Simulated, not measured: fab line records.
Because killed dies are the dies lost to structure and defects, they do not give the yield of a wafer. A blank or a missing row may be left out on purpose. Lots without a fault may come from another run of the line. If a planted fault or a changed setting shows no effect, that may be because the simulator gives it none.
Which tool was responsible? || flow berkeley-cmos170 || 18 wafers from 6 lots sampled at 2 of the route's 331 steps

WHAT THE GAUGES SHOWED, per wafer
UCB170_NVT_OVL_MEAS_06.
{"lot": "L676", "measured": "day 7 06:05", "on": "overlay-02", "NVT_OVL (nm)": "7 4 -4"}
{"lot": "L679", "measured": "day 7 19:26", "on": "overlay-02", "NVT_OVL (nm)": "-5 3 5"}
{"lot": "L681", "measured": "day 8 04:50", "on": "overlay-02", "NVT_OVL (nm)": "-14 -2 -8"}
{"lot": "L683", "measured": "day 8 14:02", "on": "overlay-02", "NVT_OVL (nm)": "1 -6 -1"}
{"lot": "L685", "measured": "day 8 14:19", "on": "overlay-02", "NVT_OVL (nm)": "7 -2 7"}
{"lot": "L695", "measured": "day 10 14:07", "on": "overlay-01", "NVT_OVL (nm)": "2 -6 11"}

WHICH TOOL RAN EACH LOT (tool, then ch and the chambers of the sampled wafers, then the start)
{"lot": "L676", "UCB170_NVT_EXPOSE_03": "krf-scanner-02 ch 0, day 7 05:42"}
{"lot": "L679", "UCB170_NVT_EXPOSE_03": "krf-scanner-01 ch 0, day 7 18:30"}
{"lot": "L681", "UCB170_NVT_EXPOSE_03": "krf-scanner-02 ch 0, day 8 04:14"}
{"lot": "L683", "UCB170_NVT_EXPOSE_03": "krf-scanner-02 ch 0, day 8 13:05"}
{"lot": "L685", "UCB170_NVT_EXPOSE_03": "krf-scanner-01 ch 0, day 8 13:19"}
{"lot": "L695", "UCB170_NVT_EXPOSE_03": "krf-scanner-02 ch 0, day 10 13:05"}
- UCB170_NVT_EXPOSE_03: exposes mask PWELL, target cd 3000 nm.

THE ANSWER, worked out from the rows above alone
Rule: what is usual is taken from the lots themselves. The widest of any qualifying gaps counts: lots, ordered by their means at a reading, are off when they make up no more than a third of the lots, leave a main group of 4 or more, and stand apart from it by 3 or more times the standard deviation of that group's means. The tables above print the reading to a certain number of digits; a main group whose means all agree to those digits is not used. A lot without any number at a reading at which 4 lots or more have one is off too. The other lots that the step has rows for count as sound.
None of the lots is off at any reading shown; this tells nothing.

WHAT WAS PUT IN BY THE SIMULATOR
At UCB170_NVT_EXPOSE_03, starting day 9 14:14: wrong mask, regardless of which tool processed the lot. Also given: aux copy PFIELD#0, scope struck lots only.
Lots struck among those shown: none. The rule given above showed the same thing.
